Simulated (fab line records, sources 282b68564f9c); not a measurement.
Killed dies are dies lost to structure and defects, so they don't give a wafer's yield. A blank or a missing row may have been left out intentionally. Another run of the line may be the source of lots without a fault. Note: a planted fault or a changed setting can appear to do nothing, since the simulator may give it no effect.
fab line records -- flow rit-cmos
record lots=6, wafers=18, last-day=7
route steps=202 shown PRETRO@69 GATE@75 FOX2@80 M1@202
lots that met no fault: taken from a fault-free run of the same line
start-h: hours from the record's opening day to when the first of the lot's shown wafers began -- wait-h: time in hours since the lot's previous step -- " the same as in the row above -- L1.1+2: one row covering several wafers at once -- - value missing, or start not given -- * or withheld: withheld -- < > ~ a bound
route shown NAME@n: NAME is a module with steps in the file, n the number in the route of the first one -- usual: the fault-free wafers' mean and standard deviation -- same: alike in all rows -- chamber/n: place in a boat -- sites: each site's reading -- _std_site: standard deviation across them -- _edge_site: outer sites' mean less inner sites' -- radius-mm: how far each site lies from the wafer's centre -- mask NAME#n: copy n -- behind: tool/chamber where the wafer was last shaped -- hold: why the lot was held/for how many hours/how that ended -- device: the transistor (n, p or np) that didn't switch -- end of line: at the end of the route, the tests of the same wafers -- a step without rows: its recipe alone -- killed: dies that structure and defects cost at the first sort, which is not the same as the wafer's yield -- map: the dies of a wafer, with x for killed, . for not killed, _ for no die there
set.NAME: the setting as run; set.NAME@STEP: as run at that earlier step -- model.NAME: the simulator's own value behind a step, which no gauge read
lots seen at some steps along the route; tables by step, rows by wafer
services: a tool's chamber out of use, with start hour (start-h, from the record's first day; less than 0 if before it), hours out, and reason
## steps
# step RIT_PRETRO_DEVELOP_05
# recipe resist=NOVOLAK, develop-time-s=68, dev-temp-c=23
# step RIT_PRETRO_OVL_MEAS_06
# usual PRETRO_OVL=-0.1/1.4
lot.wafer,tool,chamber,start-h,wait-h,PRETRO_OVL[nm]
L184.2,overlay-02,-,51.20,-,-2.9
L184.3,overlay-02,-,51.20,-,-3.0
L184.5,overlay-02,-,51.20,-,-3.1
L190.4,overlay-01,-,79.94,-,-2.8
L190.5,overlay-01,-,79.94,-,-2.6
L190.6,overlay-01,-,79.94,-,-0.3
L195.1,overlay-02,-,105.34,-,1.1
L195.3,overlay-02,-,105.34,-,0.6
L195.5,overlay-02,-,105.34,-,1.7
L198.1,overlay-01,-,118.23,-,-0.9
L198.4,overlay-01,-,118.23,-,-0.5
L198.5,overlay-01,-,118.23,-,-0.5
L203.1,overlay-02,-,141.21,-,0.0
L203.5,overlay-02,-,141.21,-,0.1
L203.6,overlay-02,-,141.21,-,-1.5
L204.3,overlay-02,-,147.60,-,-1.2
L204.4,overlay-02,-,147.60,-,-0.5
L204.5,overlay-02,-,147.60,-,-0.9
# step RIT_PRETRO_HARDBAKE_07
# recipe resist=NOVOLAK, temp-c=140, time-s=120
# step RIT_PRETRO_IMPLANT_08
# recipe species=B, energy-kev=45, dose-cm2=1.2e+13, tilt-deg=7
# step RIT_PRETRO_STRIP_09
# recipe chemistry=O2, time-s=180, resist=NOVOLAK, platen-temp-c=withheld, power-w=500, pressure-mtorr=4000, o2-flow-sccm=4000
# usual drypump-motor-current-A=5.6/0.42
lot.wafer,tool,chamber,start-h,wait-h,drypump-motor-current-A,rf-hours-counter-h
L184.2,plasma-asher-02,0,51.63,0.1,5.0,41
L184.3,plasma-asher-02,0,51.63,0.1,5.0,-
L184.5,plasma-asher-02,0,51.63,0.1,5.0,-
L190.4,plasma-asher-02,1,80.42,0.1,6.0,-
L190.5,plasma-asher-02,0,80.42,0.1,5.0,-
L190.6,plasma-asher-02,1,80.42,0.1,6.0,-
L195.1,plasma-asher-04,0,105.86,0.1,5.5,31
L195.3,plasma-asher-04,0,105.86,0.1,5.5,-
L195.5,plasma-asher-04,1,105.86,0.1,6.0,-
L198.1,plasma-asher-02,0,118.67,0.1,5.0,0
L198.4,plasma-asher-02,1,118.67,0.1,6.0,-
L198.5,plasma-asher-02,0,118.67,0.1,5.0,-
L203.1,plasma-asher-02,0,141.65,0.1,5.0,4
L203.5,plasma-asher-02,1,141.65,0.1,6.0,-
L203.6,plasma-asher-02,0,141.65,0.1,5.0,-
L204.3,plasma-asher-04,0,148.09,0.1,5.5,-
L204.4,plasma-asher-04,1,148.09,0.1,6.0,-
L204.5,plasma-asher-04,0,148.09,0.1,5.5,-
# step RIT_PRETRO_TW_MEAS_10
# usual PRETRO_TW=471/5.8
lot.wafer,tool,chamber,start-h,wait-h,PRETRO_TW
L184.2,film-metro-03,-,51.81,0.1,461
L184.3,film-metro-03,-,51.81,0.1,464
L184.5,film-metro-03,-,51.81,0.1,463
L190.4,film-metro-04,-,80.57,0.1,474
L190.5,film-metro-04,-,80.57,0.1,470
L190.6,film-metro-04,-,80.57,0.1,476
L195.1,film-metro-03,-,106.03,0.1,460
L195.3,film-metro-03,-,106.03,0.1,462
L195.5,film-metro-03,-,106.03,0.1,462
L198.1,film-metro-04,-,118.84,0.1,475
L198.4,film-metro-04,-,118.84,0.1,474
L198.5,film-metro-04,-,118.84,0.1,470
L203.1,film-metro-01,-,141.82,0.1,476
L203.5,film-metro-01,-,141.82,0.1,477
L203.6,film-metro-01,-,141.82,0.1,477
L204.3,film-metro-04,-,148.22,0.1,474
L204.4,film-metro-04,-,148.22,0.1,474
L204.5,film-metro-04,-,148.22,0.1,471
# step RIT_GATE_WET_ETCH_00
# recipe chemistry=BOE, target=SiO2, target-depth-nm=56, time-s=60, dry=n2-spin, dilution=10:1, temp-c=21.5
# step RIT_GATE_CLEAN_01
# recipe chemistry=SC1, mix=3:3:50, time-s=600, temp-c=75
# step RIT_GATE_CLEAN_02
# recipe chemistry=dHF, dilution=50:1, time-s=30
# step RIT_GATE_CLEAN_03
# recipe chemistry=SC2, mix=3:3:50, time-s=600, temp-c=75, dry=n2-spin
# step RIT_GATE_CLEAN_04
# recipe chemistry=dHF, dilution=50:1, time-s=60, dry=n2-spin
# step RIT_FOX2_THK_MEAS_91
# recipe reads=SiO2_of_FOX2_OXIDATION_00
# usual FIELD_OXIDE_LEFT_2_THK=258/5.4
lot.wafer,tool,chamber,start-h,wait-h,FIELD_OXIDE_LEFT_2_THK[nm]
L184.2,film-metro-03,-,52.29,0.0,248
L184.3,film-metro-03,-,52.29,0.0,251
L184.5,film-metro-03,-,52.29,0.0,252
L190.4,film-metro-01,-,81.04,0.0,255
L190.5,film-metro-01,-,81.04,0.0,252
L190.6,film-metro-01,-,81.04,0.0,262
L195.1,film-metro-02,-,106.51,0.0,259
L195.3,film-metro-02,-,106.51,0.0,265
L195.5,film-metro-02,-,106.51,0.0,259
L198.1,film-metro-01,-,119.39,0.0,263
L198.4,film-metro-01,-,119.39,0.0,271
L198.5,film-metro-01,-,119.39,0.0,268
L203.1,film-metro-02,-,142.30,0.0,262
L203.5,film-metro-02,-,142.30,0.0,267
L203.6,film-metro-02,-,142.30,0.0,266
L204.3,film-metro-01,-,148.71,0.0,266
L204.4,film-metro-01,-,148.71,0.0,257
L204.5,film-metro-01,-,148.71,0.0,260
# step RIT_GATE_OXIDATION_05
# recipe temp-c=900, ambient=O2, target-thk-a=30, ox-time-s=270
# usual spike-tc-centre-C=902.6/1.1, spike-tc-load-C=926.3/1.6, spike-tc-source-C=926.4/2.4, tube-center-temp-C=899.99/0.086, tube_center_temp_C_max=902.3/0.43, zone-power-centre-pct=40/4.3, zone-power-load-pct=27.4/1.4, zone-power-source-pct=27.2/1.5
lot.wafer,tool,chamber,start-h,wait-h,spike-tc-centre-C,spike-tc-load-C,spike-tc-source-C,tube-center-temp-C,tube_center_temp_C_max,zone-power-centre-pct,zone-power-load-pct,zone-power-source-pct,model.SiO2_of_GATE_OXIDATION_05.thk-nm
L184.2,furnace-03,0,52.44,0.1,904.1,926.3,924.5,900.04,901.8,36,27.0,28.9,3.072
L184.3,furnace-03,0,52.44,0.1,903.3,925.0,924.3,900.08,902.7,36,27.5,29.1,3.057
L184.5,furnace-03,0,52.44,0.1,901.9,924.1,926.4,899.99,903.1,35,27.4,28.9,3.08
L190.4,furnace-04,0,84.19,3.1,902.4,925.6,928.8,900.06,903.2,46,25.8,26.2,3.025
L190.5,furnace-04,0,84.19,3.1,902.6,927.2,929.1,900,901.9,46,25.5,26.1,2.938
L190.6,furnace-04,0,84.19,3.1,903.1,926.5,929.1,899.91,901.9,46,25.9,25.7,2.979
L195.1,furnace-04,0,106.57,0.1,901.4,928.1,931.2,900.06,902.5,45,26.2,25.4,2.991
L195.3,furnace-04,0,106.57,0.1,901.8,926.5,929.8,899.95,902.3,46,25.8,25.6,3.01
L195.5,furnace-04,0,106.57,0.1,902.6,926.2,930.6,900.11,902.3,46,26.4,25.4,3.017
L198.1,furnace-01,0,120.52,1.1,902.8,928.1,924.9,899.94,901.9,40,29.7,26.3,3.128
L198.4,furnace-01,0,120.52,1.1,902.8,928.2,925.8,900.05,902.6,40,29.3,26.7,3.111
L198.5,furnace-01,0,120.52,1.1,902.9,927.9,923.9,900.04,902.4,40,30.2,26.4,3.144
L203.1,furnace-03,0,142.36,0.1,771.0,791.7,790.1,767.45,769.4,30,19.5,20.6,0.5025
L203.5,furnace-03,0,142.36,0.1,770.8,792.7,790.4,767.41,769.6,29,19.3,20.4,0.4985
L203.6,furnace-03,0,142.36,0.1,769.0,790.8,789.2,767.62,770.1,30,19.3,20.6,0.4688
L204.3,furnace-03,0,148.75,0.0,771.6,789.7,790.2,767.57,769.4,30,19.2,20.4,0.3768
L204.4,furnace-03,0,148.75,0.0,770.0,789.8,789.4,767.47,770.1,29,19.8,20.5,0.3231
L204.5,furnace-03,0,148.75,0.0,770.7,790.2,790.3,767.54,770.2,30,19.4,20.8,0.3535
# step RIT_GATE_ANNEAL_06
# recipe temp-c=900, time-s=600, ambient=N2O
# step RIT_GATE_THK_MEAS_07
# recipe reads=SiO2_of_GATE_OXIDATION_05
# usual GATE_OXIDE_THK=3.03/0.06
lot.wafer,tool,chamber,start-h,wait-h,GATE_OXIDE_THK[nm]
L184.2,film-metro-03,-,53.78,0.0,3.06
L184.3,film-metro-03,-,53.78,0.0,3.05
L184.5,film-metro-03,-,53.78,0.0,3.11
L190.4,film-metro-01,-,87.46,0.0,3.00
L190.5,film-metro-01,-,87.46,0.0,2.99
L190.6,film-metro-01,-,87.46,0.0,2.97
L195.1,film-metro-01,-,107.90,0.0,2.96
L195.3,film-metro-01,-,107.90,0.0,3.03
L195.5,film-metro-01,-,107.90,0.0,3.00
L198.1,film-metro-02,-,122.71,0.0,3.15
L198.4,film-metro-02,-,122.71,0.0,3.13
L198.5,film-metro-02,-,122.71,0.0,3.16
L203.1,film-metro-03,-,145.00,0.0,0.51
L203.5,film-metro-03,-,145.00,0.0,0.49
L203.6,film-metro-03,-,145.00,0.0,0.46
L204.3,film-metro-03,-,150.55,0.0,0.34
L204.4,film-metro-03,-,150.55,0.0,0.31
L204.5,film-metro-03,-,150.55,0.0,0.34
# step RIT_GATE_CVD_08
# recipe material=poly-Si, target-thk-nm=250, temp-c=610, precursor=SiH4, time-s=2220, pressure-mtorr=300, sih4-flow-sccm=100
# step RIT_M1_PROBE_99
# usual killed-at-contacts=0.1/0.34, killed-at-front-end=7.0/2.9, killed-dies=7.2/2.9, killed-on-rim=2.1/1.4, killed-open=3.6/1.9, killed-short=3.5/2.1
# same gross-dies=264, killed_at_M0_to_M3=0, killed_at_M4_up=0, killed-at-back-side=0, killed-at-other=0
lot.wafer,tool,chamber,start-h,wait-h,killed-at-contacts,killed-at-front-end,killed-dies,killed-on-rim,killed-open,killed-short
L190.4,prober-02,-,112.64,0.2,0,5,5,2,4,1
L190.5,prober-02,-,112.69,0.2,1,8,9,3,4,5
L190.6,prober-02,-,112.74,0.2,0,1,1,1,1,0
L195.1,prober-02,-,132.72,0.1,0,14,14,6,4,9
L195.3,prober-02,-,132.82,0.2,0,8,8,1,3,5
L195.5,prober-02,-,132.92,0.2,0,6,6,1,2,4
L198.1,prober-02,-,146.55,0.1,0,11,11,4,3,8
L198.4,prober-02,-,146.70,0.2,0,7,7,2,5,2
L198.5,prober-02,-,146.75,0.2,0,11,11,1,7,4
L203.1,prober-01,-,169.36,0.1,0,264,264,70,7,2
L203.5,prober-01,-,169.56,0.2,0,264,264,70,4,3
L203.6,prober-01,-,169.61,0.2,1,263,264,70,4,3
L204.3,prober-02,-,175.78,0.2,0,264,264,70,4,8
L204.4,prober-02,-,175.83,0.2,0,264,264,70,1,2
L204.5,prober-02,-,175.88,0.2,0,264,264,70,4,3
# killed by level:class
L190.4 GATE:geometric-particle:open=2 FOX1:geometric-particle:open=1 FOX1:geometric-particle:short=1 SILICIDE:geometric-particle:open=1
L190.5 GATE:geometric-particle:short=2 REOX:geometric-particle:open=2 SPACER:geometric-particle:open=1 SPACER:geometric-particle:short=1 SILICIDE:geometric-particle:short=1 SILICIDE:geometric-particle:open=1 CONTACT:geometric-particle:short=1
L190.6 GATE:geometric-particle:open=1
L195.1 FOX1:geometric-particle:short=3 GATE:geometric-particle:short=3 FOX2:geometric-particle:open=1 FOX2:geometric-particle:short=1 GATE:geometric-particle:open=1 REOX:geometric-particle:short=1 SPACER:geometric-particle:open=1 SILICIDE:geometric-particle:short=1
L195.3 FOX1:geometric-particle:short=3 FOX1:geometric-particle:open=1 GATE:geometric-particle:open=1 REOX:geometric-particle:short=1 REOX:geometric-particle:open=1 SPACER:geometric-particle:short=1
L195.5 FOX1:geometric-particle:short=2 FOX1:geometric-particle:open=1 GATE:geometric-particle:short=1 REOX:geometric-particle:open=1 REOX:geometric-particle:short=1
L198.1 GATE:geometric-particle:short=4 FOX2:geometric-particle:short=2 GATE:geometric-particle:open=2 FOX1:geometric-particle:open=1 SPACER:geometric-particle:short=1 SILICIDE:geometric-particle:short=1
L198.4 GATE:geometric-particle:short=2 SPACER:geometric-particle:open=2 ACTIVE:geometric-particle:open=1 GATE:geometric-particle:open=1 REOX:geometric-particle:open=1
L198.5 GATE:geometric-particle:open=3 FOX1:geometric-particle:short=2 SILICIDE:geometric-particle:open=2 SILICIDE:geometric-particle:short=1 REOX:geometric-particle:open=1 SPACER:geometric-particle:short=1 SPACER:geometric-particle:open=1
L203.1 GATE:area-oxidation=255 SILICIDE:geometric-particle:open=3 GATE:geometric-particle:open=2 GATE:geometric-particle:short=1 REOX:geometric-particle:open=1 SPACER:geometric-particle:short=1 SPACER:geometric-particle:open=1
L203.5 GATE:area-oxidation=257 SILICIDE:geometric-particle:short=2 SILICIDE:geometric-particle:open=2 FOX1:geometric-particle:open=1 FOX2:geometric-particle:open=1 FOX2:geometric-particle:short=1
L203.6 GATE:area-oxidation=256 GATE:geometric-particle:short=2 FOX1:geometric-particle:open=1 GATE:geometric-particle:open=1 SILICIDE:geometric-particle:short=1 SILICIDE:geometric-particle:open=1 CONTACT:geometric-particle:open=1 NWELL:coat-microbubble-printed=1
L204.3 GATE:area-oxidation=252 GATE:geometric-particle:short=2 REOX:geometric-particle:open=2 SPACER:geometric-particle:short=2 FOX1:geometric-particle:short=1 FOX2:geometric-particle:short=1 FOX2:geometric-particle:open=1 REOX:geometric-particle:short=1
L204.4 GATE:area-oxidation=261 FOX1:geometric-particle:short=1 GATE:geometric-particle:short=1 SPACER:geometric-particle:open=1
L204.5 GATE:area-oxidation=257 FOX1:geometric-particle:short=1 FOX2:geometric-particle:open=1 GATE:geometric-particle:short=1 GATE:geometric-particle:open=1 REOX:geometric-particle:open=1 SPACER:geometric-particle:short=1 SPACER:geometric-particle:open=1
# map L203.1 (x killed, . not)
________xxxxxxx_______
_____xxxxxxxxxxxxx____
____xxxxxxxxxxxxxxx___
___xxxxxxxxxxxxxxxxx__
__xxxxxxxxxxxxxxxxxxx_
__xxxxxxxxxxxxxxxxxxx_
_xxxxxxxxxxxxxxxxxxxxx
_xxxxxxxxxxxxxxxxxxxxx
_xxxxxxxxxxxxxxxxxxxxx
_xxxxxxxxxxxxxxxxxxxxx
__xxxxxxxxxxxxxxxxxxx_
__xxxxxxxxxxxxxxxxxxx_
___xxxxxxxxxxxxxxxxx__
____xxxxxxxxxxxxxxx___
_____xxxxxxxxxxxxx____
________xxxxxxx_______
# map L204.3 (x killed, . not)
________xxxxxxx_______
_____xxxxxxxxxxxxx____
____xxxxxxxxxxxxxxx___
___xxxxxxxxxxxxxxxxx__
__xxxxxxxxxxxxxxxxxxx_
__xxxxxxxxxxxxxxxxxxx_
_xxxxxxxxxxxxxxxxxxxxx
_xxxxxxxxxxxxxxxxxxxxx
_xxxxxxxxxxxxxxxxxxxxx
_xxxxxxxxxxxxxxxxxxxxx
__xxxxxxxxxxxxxxxxxxx_
__xxxxxxxxxxxxxxxxxxx_
___xxxxxxxxxxxxxxxxx__
____xxxxxxxxxxxxxxx___
_____xxxxxxxxxxxxx____
________xxxxxxx_______
## services
tool,chamber,start-h,hours,kind
furnace-04,-,35.81,3.0,pm
plasma-asher-02,-,108.75,9.0,pm
plasma-asher-02,0,108.75,9.0,vent-cycle
plasma-asher-02,1,108.75,9.0,vent-cycle
plasma-asher-02,0,117.75,-,clean
plasma-asher-02,1,117.75,-,clean
furnace-03,-,134.82,2.4,pm
plasma-asher-04,-,138.04,2.8,pm
## key
first-sign step=RIT_GATE_OXIDATION_05, reading=tube-center-temp-C, direction=down, sigmas=99+, usual=*, struck=*
effect step=RIT_GATE_OXIDATION_05, reading=tube_center_temp_C_max, direction=down, sigmas=99+, usual=*, struck=*
effect step=RIT_GATE_THK_MEAS_07, reading=GATE_OXIDE_THK, direction=down, sigmas=43, usual=3.03, struck=0.41
effect step=RIT_M1_PROBE_99, reading=killed-dies, direction=up, sigmas=89, usual=7.2, struck=264
model-effect step=RIT_GATE_OXIDATION_05, value=SiO2_of_GATE_OXIDATION_05.thk-nm, without=3.022, struck=0.4205
more-kills-born-at RIT_GATE_OXIDATION_05@furnace-03=1538
met-at RIT_GATE_OXIDATION_05
struck-wafers L203.1,L203.5,L203.6,L204.3,L204.4,L204.5
later-rows-left-out L203.1,L203.5,L203.6,L204.3,L204.4,L204.5
tester-left-out L203,L204
onset-between 52.44 142.36
fault kind=process-parameter-drift, tool=furnace-03, chamber=-, onset-h=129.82, steps=RIT_GATE_OXIDATION_05, channel=temp-c, offset=*, shape=step, end-h=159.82, acts-in=*, stated=*
# tester-left-out: of these lots the tester's yield and bins aren't shown, on N5 and GAA mostly nor the transistor test; their killed dies are dies lost to structure and defects alone, not to doping, threshold or leakage, so they don't give the yield
# later-rows-left-out: the simulator's readings of these wafers behind a module that went badly wrong aren't trusted and aren't shown, but for the sort
